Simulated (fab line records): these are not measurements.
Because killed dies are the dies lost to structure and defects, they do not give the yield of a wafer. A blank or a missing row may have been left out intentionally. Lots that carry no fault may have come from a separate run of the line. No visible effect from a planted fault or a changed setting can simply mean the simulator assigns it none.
fab line records | flow rit_cmos
record lots=7 | wafers=21 | last_day=7
route steps=202 shown GATE@77 FOX2@80 M1@202
lots with no fault: from the same line, run without faults
start_h: the number of hours between the record's first day and the start of the first shown wafer of the lot | wait_h: hours elapsed since this lot's preceding step | " repeats the value in the row above | L1.1+2: one row covering several wafers at once | - either no value or no given start | * or withheld: withheld | < > ~ a bound
route shown NAME@n: names a module that has steps shown in the file, with the first one's number in the route | usual: mean and standard deviation over wafers with no fault | same: alike in all rows | chamber/n: place in a boat | sites: readings site by site | _std_site: the values' standard deviation | _edge_site: the outer-site mean with the inner-site mean subtracted | radius_mm: how far each site lies from the wafer's centre | mask NAME#n: copy n | behind: the last tool/chamber to shape the wafer | hold: what put the lot on hold/how long, in hours/how the hold closed | device: the transistor (n, p or np) that didn't switch | end of line: the route-end tests of the same wafers | for a step that has no rows: nothing shown but its recipe | killed: count of dies lost to structure and defects at first sort (not the wafer's yield) | map: the dies of a wafer, with x for killed, . for not killed, _ for no die there
set.NAME: the setting that was run; set.NAME@STEP: the one run at that earlier step | model.NAME: the simulator's own value behind a step, which no gauge read
lots at selected steps of the route; one table per step, one row per wafer
services: from which hour (start_h, from the record's first day; less than 0 if before it) a tool's chamber was out of use, for how many hours, and why
## steps
# step RIT_GATE_CLEAN_02
# recipe chemistry=dHF | dilution=50:1 | time_s=30
# step RIT_GATE_CLEAN_03
# recipe chemistry=SC2 | mix=3:3:50 | time_s=600 | temp_c=75 | dry=n2_spin
# step RIT_GATE_CLEAN_04
# recipe chemistry=dHF | dilution=50:1 | time_s=60 | dry=n2_spin
# step RIT_FOX2_THK_MEAS_91
# recipe reads=SiO2_of_FOX2_OXIDATION_00
# usual FIELD_OXIDE_LEFT_2_THK=257/5.9
lot.wafer | tool          | chamber | start_h | wait_h | FIELD_OXIDE_LEFT_2_THK[nm]
L981.1    | film_metro-04 | -       | 31.92   | 0.0    | 256
L981.2    | "             | -       | "       | "      | 258
L981.3    | "             | -       | "       | "      | 258
L991.1    | film_metro-04 | -       | 84.05   | 0.0    | 259
L991.3    | "             | -       | "       | "      | 257
L991.5    | "             | -       | "       | "      | 256
L992.2    | film_metro-01 | -       | 89.79   | 0.0    | 252
L992.3    | "             | -       | "       | "      | 251
L992.5    | "             | -       | "       | "      | 247
L995.2    | film_metro-02 | -       | 105.15  | 0.0    | 262
L995.5    | "             | -       | "       | "      | 266
L995.6    | "             | -       | "       | "      | 264
L998.1    | film_metro-02 | -       | 120.63  | 0.0    | 254
L998.3    | "             | -       | "       | "      | 260
L998.4    | "             | -       | "       | "      | 251
L102.1    | film_metro-01 | -       | 139.69  | 0.0    | 253
L102.4    | "             | -       | "       | "      | 251
L102.5    | "             | -       | "       | "      | 255
L104.3    | film_metro-01 | -       | 150.54  | 0.0    | 256
L104.5    | "             | -       | "       | "      | 253
L104.6    | "             | -       | "       | "      | 256
# step RIT_GATE_OXIDATION_05
# recipe temp_c=900 | ambient=O2 | target_thk_a=30 | ox_time_s=270
# step RIT_GATE_ANNEAL_06
# recipe temp_c=900 | time_s=600 | ambient=N2O
# step RIT_GATE_THK_MEAS_07
# recipe reads=SiO2_of_GATE_OXIDATION_05
# usual GATE_OXIDE_THK=3.03/0.06
lot.wafer | tool          | chamber | start_h | wait_h | GATE_OXIDE_THK[nm]
L981.1    | film_metro-01 | -       | 33.30   | 0.0    | 2.93
L981.2    | "             | -       | "       | "      | 2.89
L981.3    | "             | -       | "       | "      | 2.97
L991.1    | film_metro-02 | -       | 87.56   | 0.0    | 3.09
L991.3    | "             | -       | "       | "      | 3.13
L991.5    | "             | -       | "       | "      | 3.03
L992.2    | film_metro-01 | -       | 94.84   | 0.0    | 3.06
L992.3    | "             | -       | "       | "      | 3.00
L992.5    | "             | -       | "       | "      | 3.05
L995.2    | film_metro-01 | -       | 108.47  | 0.0    | 3.05
L995.5    | "             | -       | "       | "      | 3.02
L995.6    | "             | -       | "       | "      | 3.10
L998.1    | film_metro-01 | -       | 124.01  | 0.0    | 3.04
L998.3    | "             | -       | "       | "      | 3.03
L998.4    | "             | -       | "       | "      | 3.04
L102.1    | film_metro-01 | -       | 141.08  | 0.0    | 3.06
L102.4    | "             | -       | "       | "      | 3.03
L102.5    | "             | -       | "       | "      | 3.03
L104.3    | film_metro-01 | -       | 153.40  | 0.0    | 3.04
L104.5    | "             | -       | "       | "      | 2.95
L104.6    | "             | -       | "       | "      | 3.01
# step RIT_GATE_CVD_08
# recipe material=poly-Si | target_thk_nm=250 | temp_c=610 | precursor=SiH4 | time_s=2220 | pressure_mtorr=300 | sih4_flow_sccm=100
# step RIT_GATE_THK_MEAS_09
# recipe reads=poly-Si_of_GATE_CVD_08
# usual GATE_POLY_THK=250.0/2.4
lot.wafer | tool          | chamber | start_h | wait_h | GATE_POLY_THK[nm]
L981.1    | film_metro-04 | -       | 34.98   | 0.0    | 250.0
L981.2    | "             | -       | "       | "      | 250.3
L981.3    | "             | -       | "       | "      | 249.8
L991.1    | film_metro-02 | -       | 89.24   | 0.0    | 252.6
L991.3    | "             | -       | "       | "      | 254.1
L991.5    | "             | -       | "       | "      | 254.1
L992.2    | film_metro-01 | -       | 96.52   | 0.0    | 250.2
L992.3    | "             | -       | "       | "      | 248.5
L992.5    | "             | -       | "       | "      | 249.3
L995.2    | film_metro-04 | -       | 110.95  | 0.0    | 249.1
L995.5    | "             | -       | "       | "      | 249.1
L995.6    | "             | -       | "       | "      | 249.7
L998.1    | film_metro-02 | -       | 125.68  | 0.0    | 248.6
L998.3    | "             | -       | "       | "      | 248.3
L998.4    | "             | -       | "       | "      | 248.5
L102.1    | film_metro-02 | -       | 143.56  | 0.0    | 253.7
L102.4    | "             | -       | "       | "      | 252.3
L102.5    | "             | -       | "       | "      | 255.3
L104.3    | film_metro-01 | -       | 155.41  | 0.0    | 250.3
L104.5    | "             | -       | "       | "      | 250.7
L104.6    | "             | -       | "       | "      | 250.4
# step RIT_GATE_HMDS_10
# recipe prime_time_s=60 | prime_temp_c=140
# step RIT_GATE_COAT_11
# recipe resist=NOVOLAK | spin_rpm=4250 | resist_thk_nm=850
# step RIT_GATE_SOFTBAKE_12
# recipe resist=NOVOLAK | temp_c=90 | time_s=60
# step RIT_GATE_EXPOSE_13
# recipe mask_id=M6 | na=0.6 | source_shape=conventional | sigma_outer=0.6 | target_cd_nm=150 | dose_mj=380
lot.wafer  | tool             | chamber | start_h | wait_h | mask | model.GATE.overlay_x_nm
L981.1+2+3 | iline_stepper-02 | 0       | 35.49   | 0.1    | M6#0 | -1.685
L991.1+3+5 | iline_stepper-02 | 0       | 89.88   | 0.2    | M6#0 | 0.4775
L992.2+3+5 | iline_stepper-02 | 0       | 97.04   | 0.1    | M6#0 | 5.814
L995.2+5+6 | iline_stepper-02 | 0       | 111.68  | 0.2    | M6#0 | 5.615
L998.1+3+4 | iline_stepper-02 | 0       | 126.32  | 0.2    | M6#0 | 6.479
L102.1+4+5 | iline_stepper-01 | 0       | 144.25  | 0.3    | M6#0 | -0.8119
L104.3+5+6 | iline_stepper-01 | 0       | 156.17  | 0.2    | M6#0 | -0.3213
# step RIT_GATE_PEB_14
# recipe resist=NOVOLAK | temp_c=withheld | time_s=withheld
# step RIT_GATE_DEVELOP_15
# recipe resist=NOVOLAK | develop_time_s=50 | dev_temp_c=23
# step RIT_GATE_CD_MEAS_16
# recipe target_cd_nm=150
# usual cd_nm=149.1/2.4
lot.wafer | tool      | chamber | start_h | wait_h | cd_nm
L981.1    | cd_sem-01 | -       | 35.89   | -      | 151.1
L981.2    | "         | -       | "       | "      | 151.4
L981.3    | "         | -       | "       | "      | 152.6
L991.1    | cd_sem-01 | -       | 90.28   | -      | 146.7
L991.3    | "         | -       | "       | "      | 146.2
L991.5    | "         | -       | "       | "      | 145.6
L992.2    | cd_sem-01 | -       | 97.54   | -      | 152.7
L992.3    | "         | -       | "       | "      | 147.8
L992.5    | "         | -       | "       | "      | 148.8
L995.2    | cd_sem-01 | -       | 112.08  | -      | 150.2
L995.5    | "         | -       | "       | "      | 150.6
L995.6    | "         | -       | "       | "      | 151.7
L998.1    | cd_sem-02 | -       | 126.72  | -      | 147.1
L998.3    | "         | -       | "       | "      | 147.1
L998.4    | "         | -       | "       | "      | 146.9
L102.1    | cd_sem-01 | -       | 144.67  | -      | 147.0
L102.4    | "         | -       | "       | "      | 147.3
L102.5    | "         | -       | "       | "      | 146.5
L104.3    | cd_sem-02 | -       | 156.57  | -      | 154.2
L104.5    | "         | -       | "       | "      | 152.2
L104.6    | "         | -       | "       | "      | 151.2
# step RIT_GATE_OVL_MEAS_17
# usual GATE_OVL=-0.6/1.3
lot.wafer | tool       | chamber | start_h | wait_h | GATE_OVL[nm]
L981.1    | overlay-02 | -       | 36.01   | 0.1    | -4.2
L981.2    | "          | -       | "       | "      | -1.8
L981.3    | "          | -       | "       | "      | -1.7
L991.1    | overlay-02 | -       | 90.40   | 0.1    | -0.7
L991.3    | "          | -       | "       | "      | -1.2
L991.5    | "          | -       | "       | "      | -1.5
L992.2    | overlay-02 | -       | 97.65   | 0.1    | 4.1
L992.3    | "          | -       | "       | "      | 4.9
L992.5    | "          | -       | "       | "      | 5.6
L995.2    | overlay-01 | -       | 112.18  | 0.1    | 5.8
L995.5    | "          | -       | "       | "      | 5.9
L995.6    | "          | -       | "       | "      | 7.1
L998.1    | overlay-02 | -       | 126.84  | 0.1    | 6.7
L998.3    | "          | -       | "       | "      | 6.0
L998.4    | "          | -       | "       | "      | 6.7
L102.1    | overlay-01 | -       | 144.79  | 0.1    | 0.3
L102.4    | "          | -       | "       | "      | -0.3
L102.5    | "          | -       | "       | "      | -2.2
L104.3    | overlay-01 | -       | 156.67  | 0.1    | 0.6
L104.5    | "          | -       | "       | "      | 0.9
L104.6    | "          | -       | "       | "      | -1.5
# step RIT_GATE_HARDBAKE_18
# recipe resist=NOVOLAK | temp_c=140 | time_s=60
# step RIT_M1_PROBE_99
# usual killed_at_contacts=0.1/0.24 | killed_at_front_end=7.1/3 | killed_dies=7.2/3 | killed_on_rim=1.9/1.4 | killed_open=3.7/2 | killed_short=3.5/2
# same gross_dies=264 | killed_at_M0_to_M3=0 | killed_at_M4_up=0 | killed_at_back_side=0 | killed_at_other=0
lot.wafer | tool      | chamber | start_h | wait_h | killed_at_contacts | killed_at_front_end | killed_dies | killed_on_rim | killed_open | killed_short
L981.1    | prober-01 | -       | 57.80   | 0.1    | 0                  | 7                   | 7           | 3             | 2           | 5
L981.2    | prober-01 | -       | 57.85   | 0.1    | 0                  | 8                   | 8           | 2             | 6           | 2
L981.3    | prober-01 | -       | 57.90   | 0.2    | 0                  | 16                  | 16          | 0             | 9           | 7
L991.1    | prober-01 | -       | 113.86  | 0.1    | 0                  | 11                  | 11          | 0             | 9           | 2
L991.3    | prober-01 | -       | 113.96  | 0.2    | 0                  | 5                   | 5           | 2             | 2           | 2
L991.5    | prober-01 | -       | 114.06  | 0.2    | 0                  | 5                   | 5           | 1             | 3           | 2
L992.2    | prober-02 | -       | 118.72  | 0.1    | 0                  | 6                   | 6           | 3             | 1           | 5
L992.3    | prober-02 | -       | 118.77  | 0.2    | 0                  | 4                   | 4           | 1             | 0           | 4
L992.5    | prober-02 | -       | 118.87  | 0.2    | 0                  | 12                  | 12          | 4             | 6           | 6
L995.2    | prober-01 | -       | 135.92  | 0.1    | 0                  | 9                   | 9           | 3             | 4           | 5
L995.5    | prober-01 | -       | 136.07  | 0.2    | 1                  | 4                   | 5           | 1             | 1           | 4
L998.1    | prober-02 | -       | 148.35  | 0.1    | 0                  | 6                   | 6           | 3             | 2           | 4
L998.3    | prober-02 | -       | 148.45  | 0.2    | 0                  | 8                   | 8           | 6             | 5           | 3
L998.4    | prober-02 | -       | 148.50  | 0.2    | 1                  | 8                   | 9           | 2             | 5           | 4
L102.1    | prober-02 | -       | 165.45  | 0.1    | 0                  | 3                   | 3           | 1             | 0           | 3
L102.4    | prober-02 | -       | 165.60  | 0.2    | 0                  | 10                  | 10          | 3             | 5           | 5
L102.5    | prober-02 | -       | 165.65  | 0.2    | 0                  | 9                   | 9           | 2             | 2           | 7
L104.3    | prober-02 | -       | 177.72  | 0.2    | 0                  | 8                   | 8           | 1             | 5           | 3
L104.5    | prober-02 | -       | 177.82  | 0.2    | 0                  | 9                   | 9           | 2             | 4           | 5
L104.6    | prober-02 | -       | 177.87  | 0.2    | 0                  | 6                   | 6           | 0             | 4           | 2
# killed by level:class
L981.1 SPACER:geometric_particle:short=3 FOX1:geometric_particle:open=1 FOX2:geometric_particle:short=1 GATE:geometric_particle:short=1 SILICIDE:geometric_particle:open=1
L981.2 GATE:geometric_particle:open=5 FOX1:geometric_particle:short=1 FOX1:geometric_particle:open=1 SPACER:geometric_particle:short=1
L981.3 SILICIDE:geometric_particle:open=4 FOX2:geometric_particle:short=3 GATE:geometric_particle:open=3 FOX1:geometric_particle:short=2 GATE:geometric_particle:short=2 FOX1:geometric_particle:open=1 FOX2:geometric_particle:open=1
L991.1 GATE:geometric_particle:open=3 REOX:geometric_particle:open=3 FOX1:geometric_particle:short=1 FOX1:geometric_particle:open=1 FOX2:geometric_particle:open=1 REOX:geometric_particle:short=1 SILICIDE:geometric_particle:open=1
L991.3 GATE:geometric_particle:short=2 FOX2:geometric_particle:open=1 GATE:geometric_particle:open=1 PLDD:coat_microbubble_printed=1
L991.5 GATE:geometric_particle:open=3 FOX1:geometric_particle:short=1 GATE:geometric_particle:short=1
L992.2 REOX:geometric_particle:short=2 FOX1:geometric_particle:short=1 FOX2:geometric_particle:short=1 REOX:geometric_particle:open=1 SPACER:geometric_particle:short=1
L992.3 SILICIDE:geometric_particle:short=2 GATE:geometric_particle:short=1 SPACER:geometric_particle:short=1
L992.5 GATE:geometric_particle:open=3 GATE:geometric_particle:short=3 FOX1:geometric_particle:open=1 FOX2:geometric_particle:short=1 REOX:geometric_particle:short=1 REOX:geometric_particle:open=1 SPACER:geometric_particle:open=1 SPACER:geometric_particle:short=1
L995.2 SILICIDE:geometric_particle:short=3 GATE:geometric_particle:open=2 REOX:geometric_particle:open=2 FOX1:geometric_particle:short=1 GATE:geometric_particle:short=1
L995.5 FOX1:geometric_particle:short=1 GATE:geometric_particle:short=1 REOX:geometric_particle:short=1 SILICIDE:geometric_particle:short=1 CONTACT:geometric_particle:open=1
L998.1 GATE:geometric_particle:short=2 FOX1:geometric_particle:short=1 GATE:geometric_particle:open=1 SPACER:geometric_particle:short=1 SILICIDE:geometric_particle:open=1
L998.3 FOX1:geometric_particle:open=2 GATE:geometric_particle:short=2 GATE:geometric_particle:open=2 REOX:geometric_particle:open=1 SPACER:geometric_particle:short=1
L998.4 GATE:geometric_particle:open=3 FOX1:geometric_particle:short=2 GATE:geometric_particle:short=1 SPACER:geometric_particle:open=1 SPACER:geometric_particle:short=1 CONTACT:geometric_particle:open=1
L102.1 REOX:geometric_particle:short=2 FOX1:geometric_particle:short=1
L102.4 FOX1:geometric_particle:open=2 FOX1:geometric_particle:short=2 GATE:geometric_particle:open=2 REOX:geometric_particle:short=2 FOX2:geometric_particle:open=1 SILICIDE:geometric_particle:short=1
L102.5 GATE:geometric_particle:short=3 REOX:geometric_particle:open=2 FOX1:geometric_particle:short=1 FOX2:geometric_particle:short=1 REOX:geometric_particle:short=1 SPACER:geometric_particle:short=1
L104.3 FOX2:geometric_particle:open=3 GATE:geometric_particle:open=2 FOX2:geometric_particle:short=1 GATE:geometric_particle:short=1 SPACER:geometric_particle:short=1
L104.5 SPACER:geometric_particle:short=3 FOX2:geometric_particle:short=2 FOX1:geometric_particle:open=1 GATE:geometric_particle:open=1 SPACER:geometric_particle:open=1 SILICIDE:geometric_particle:open=1
L104.6 FOX1:geometric_particle:open=1 FOX1:geometric_particle:short=1 FOX2:geometric_particle:short=1 GATE:geometric_particle:open=1 REOX:geometric_particle:open=1 SILICIDE:geometric_particle:open=1
## services
tool             | chamber | start_h | hours | kind
iline_stepper-01 | -       | 42.90   | 2.1   | pm
iline_stepper-01 | -       | 44.98   | -     | consumable_replace:lamp
iline_stepper-02 | -       | 68.03   | 1.7   | pm
iline_stepper-01 | -       | 93.41   | 1.7   | pm
iline_stepper-01 | -       | 135.73  | 3.9   | repair
## key
first_sign step=RIT_GATE_OVL_MEAS_17 | reading=GATE_OVL | direction=up | sigmas=4.9 | usual=-0.6 | struck=5.9
effect none on later readings
model_effect step=RIT_GATE_EXPOSE_13 | value=GATE.overlay_x_nm | without=0.4783 | struck=5.969
met_at RIT_GATE_EXPOSE_13
struck_wafers L992.2,L992.3,L992.5,L995.2,L995.5,L995.6,L998.1,L998.3,L998.4
tester_left_out L992,L995,L998
onset_between 89.88 97.04
fault kind=scanner_matching_overlay | tool=iline_stepper-02 | chamber=- | onset_h=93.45 | steps=RIT_GATE_EXPOSE_13 | offset=5.4909
# tester_left_out: of these lots the tester's yield and bins aren't shown, on N5 and GAA mostly nor the transistor test; their killed dies are dies lost to structure and defects alone, not to doping, threshold or leakage, so they don't give the yield
